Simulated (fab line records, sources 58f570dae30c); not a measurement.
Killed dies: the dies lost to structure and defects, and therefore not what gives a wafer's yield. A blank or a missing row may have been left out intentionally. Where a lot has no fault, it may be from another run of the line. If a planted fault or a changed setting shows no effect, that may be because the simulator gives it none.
A struck lot beside a sound one :: flow berkeley cmos170 :: 27 steps out of a route of 331
Sound: the wafers L737.4, L737.5, L737.6. Wafers struck: L719.3, L719.5, L719.6. The cause comes at the end.
Per side, at each step with rows, come the tool, then ch with its chambers, and then its first start. Under that, the readings that differ: sound wafers :: struck wafers :: difference of the means :: sigmas: that difference in standard deviations of wafers without a fault.
alike: readings whose means differ by less than 2 such deviations, and words and numbers that are the same on both sides. not compared: withheld readings, readings that some wafer has no value for, bounds like >300 that may hide the same value, and numbers for which the record gives no deviation and whose values overlap.
A row with sigmas, a row that says differs or no value, or rows on one side alone: a step with any of these is where the two part. Non-overlapping numbers with no deviation appear without sigmas and do not part them. Lack of a reading on every wafer of one side parts them only where that side has two or more wafers.

first, 2 steps without rows for these wafers: UCB170_NWELL_PEB_10; UCB170_NWELL_DEVELOP_11 (develop time 45 s).
UCB170_NWELL_OVL_MEAS_12:
  sound on overlay-02, day 6 16:52; struck on overlay-01, day 2 23:52
  alike: NWELL_OVL
UCB170_NWELL_ETCH_13: etches Si3N4 in CH3F/Ar/O2, stops on SiO2, target depth 246.4 nm, time 154 s.
  sound on rie diel-01 ch 0,1, day 6 16:53; struck on rie diel-03 ch 0,1, day 2 23:53
  alike: drypump motor current A, oes product au, throttle valve pct
  not compared: rf hours counter h
after that, 1 step had no rows for these wafers: UCB170_NWELL_IMPLANT_14.
UCB170_NWELL_STRIP_15: strips in O2.
  sound on plasma asher-01 ch 0,1, day 6 17:10; struck on plasma asher-03 ch 0,1, day 3 00:10
reading: oes product au (a.u.)
sound: 0.725 0.731 0.729
struck: 0.720 0.717 0.717
difference: -0.010
sigmas: -2
  alike: drypump motor current A, strip time to endpoint s
  not compared: rf hours counter h
UCB170_NWELL_TW_MEAS_16:
  sound on film metro-03, day 6 17:16; struck on film metro-03, day 3 00:16
  alike: NWELL_TW
then, 5 steps without rows for these wafers: UCB170_NWELL_CLEAN_17 (cleans in SPM, time 600 s); UCB170_NWELL_WET_ETCH_18 (etches Si3N4 in H3PO4, time 14400 s); UCB170_NWELL_WET_ETCH_19 (etches SiO2 in BOE, time 22 s); UCB170_PWELL_CLEAN_00 (cleans in SPM, time 600 s); UCB170_PWELL_CLEAN_01 (cleans in dHF, time 60 s).
UCB170_PWELL_OXIDATION_02: target thk 26.4 nm, ox time 1260 s.
  sound on furnace-03 ch 0, day 7 00:34; struck on furnace-02 ch 0, day 3 06:13
reading: ox time s (s)
sound: 1260 1260 1260
struck: 1512 1512 1512
difference: +252
sigmas: 

reading: model.SiO2_of_PWELL_OXIDATION_02.thk nm (nm)
sound: 26.82 26.81 27.13
struck: 30 29.71 29.88
difference: +3
sigmas: 
  alike: spike tc centre C
UCB170_PWELL_THK_MEAS_03:
  sound on film metro-01, day 7 01:56; struck on film metro-02, day 3 07:35
reading: PWELL_OXIDE_THK (nm)
sound: 26.9 26.8 27.2
struck: 30.0 29.7 29.9
difference: +2.9
sigmas: +6
then, 2 steps without rows for these wafers: UCB170_PWELL_ANNEAL_04 (time 900 s); UCB170_PWELL_CVD_05 (deposits Si3N4 from SiH2Cl2/NH3, target thk 220 nm, time 3300 s).
UCB170_PWELL_THK_MEAS_06:
  sound on film metro-01, day 7 11:46; struck on film metro-01, day 3 13:07
  alike: PWELL_NITRIDE_THK
then, 6 steps without rows for these wafers: UCB170_PWELL_HMDS_07 (prime time 60 s); UCB170_PWELL_COAT_08 (resist thk 900 nm); UCB170_PWELL_SOFTBAKE_09 (time 60 s); UCB170_PWELL_EXPOSE_10 (exposes mask PWELL, target cd 3000 nm); UCB170_PWELL_PEB_11; UCB170_PWELL_DEVELOP_12 (develop time 45 s).
UCB170_PWELL_OVL_MEAS_13:
  sound on overlay-02, day 7 13:27; struck on overlay-01, day 3 14:00
  alike: PWELL_OVL
UCB170_PWELL_ETCH_14: etches Si3N4 in CH3F/Ar/O2, stops on SiO2, target depth 242 nm, time 151 s.
  sound on rie diel-02 ch 1,2, day 7 13:28; struck on rie diel-02 ch 0,1,2, day 3 14:01
reading: model.SiO2_of_PWELL_OXIDATION_02.thk nm (nm)
sound: 23.16 23.11 23.45
struck: 26.36 26.05 26.19
difference: +2.96
sigmas: 
  alike: drypump motor current A, oes product au, throttle valve pct
  not compared: rf hours counter h
after that, 1 step had no rows for these wafers: UCB170_PWELL_IMPLANT_15.
UCB170_M3_PROBE_99:
  the record holds rows for the sound wafers here (prober-01, day 12 16:59) but none for the struck ones

== WHERE THEY PART ==
At UCB170_NWELL_STRIP_15 first; at UCB170_M3_PROBE_99 last (within this record only).

WHY: whatever the simulator had introduced
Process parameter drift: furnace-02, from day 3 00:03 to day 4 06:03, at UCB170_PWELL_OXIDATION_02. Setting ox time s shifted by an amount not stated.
